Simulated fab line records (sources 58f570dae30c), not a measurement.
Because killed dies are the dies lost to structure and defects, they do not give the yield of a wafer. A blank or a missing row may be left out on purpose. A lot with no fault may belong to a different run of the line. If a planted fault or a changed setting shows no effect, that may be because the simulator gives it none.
The tool behind it: which one? | flow berkeley-cmos170 | 18 wafers from 6 lots sampled at 2 of the route's 331 steps

WHAT THE GAUGES SHOWED, per wafer
UCB170_GATE_CD_MEAS_12 targets a cd of 350 nm.
lot  | measured     | on        | cd-nm (nm)
L198 | day 6 14:22  | cd-sem-01 | 350.5 350.6 350.8
L203 | day 7 09:01  | cd-sem-01 | 350.1 349.8 351.2
L206 | day 7 16:51  | cd-sem-01 | 376.3 377.2 375.2
L213 | day 9 07:34  | cd-sem-02 | 351.5 349.6 352.3
L216 | day 10 10:03 | cd-sem-01 | 349.1 349.4 351.0
L218 | day 10 10:20 | cd-sem-02 | 349.8 348.9 348.4

WHAT TOOL EACH LOT RAN ON (gives the tool, then ch and the chambers of the sampled wafers, and finally the start)
lot  | UCB170_GATE_EXPOSE_09
L198 | krf-scanner-02 ch 0, day 6 13:58
L203 | krf-scanner-01 ch 0, day 7 07:56
L206 | krf-scanner-02 ch 0, day 7 15:58
L213 | krf-scanner-02 ch 0, day 9 07:11
L216 | krf-scanner-01 ch 0, day 10 09:27
L218 | krf-scanner-02 ch 0, day 10 09:43
- UCB170_GATE_EXPOSE_09: exposes mask POLY, target cd 350 nm.

THE ANSWER, worked out from the rows above alone
Rule: what is usual is taken from the lots themselves. The widest of any qualifying gaps counts: lots, ordered by their means at a reading, are off when they make up no more than a third of the lots, leave a main group of 4 or more, and stand apart from it by 3 or more times the standard deviation of that group's means. The tables above print the reading to a certain number of digits; a main group whose means all agree to those digits is not used. Also off: a lot with no number at a reading for which 4 or more lots have one. All remaining lots with rows at the step are treated as sound.
Off, at UCB170_GATE_CD_MEAS_12 on cd-nm: L206. Main group: mean 350.2 nm, sd 0.72.
If a tool, at a process step before that reading, ran all the lots that are off and no sound lot after the first of them, it fits. The gauges at UCB170_GATE_CD_MEAS_12 are tried like those tools. None of those tried fits.

WHAT THE SIMULATOR HAD PUT IN
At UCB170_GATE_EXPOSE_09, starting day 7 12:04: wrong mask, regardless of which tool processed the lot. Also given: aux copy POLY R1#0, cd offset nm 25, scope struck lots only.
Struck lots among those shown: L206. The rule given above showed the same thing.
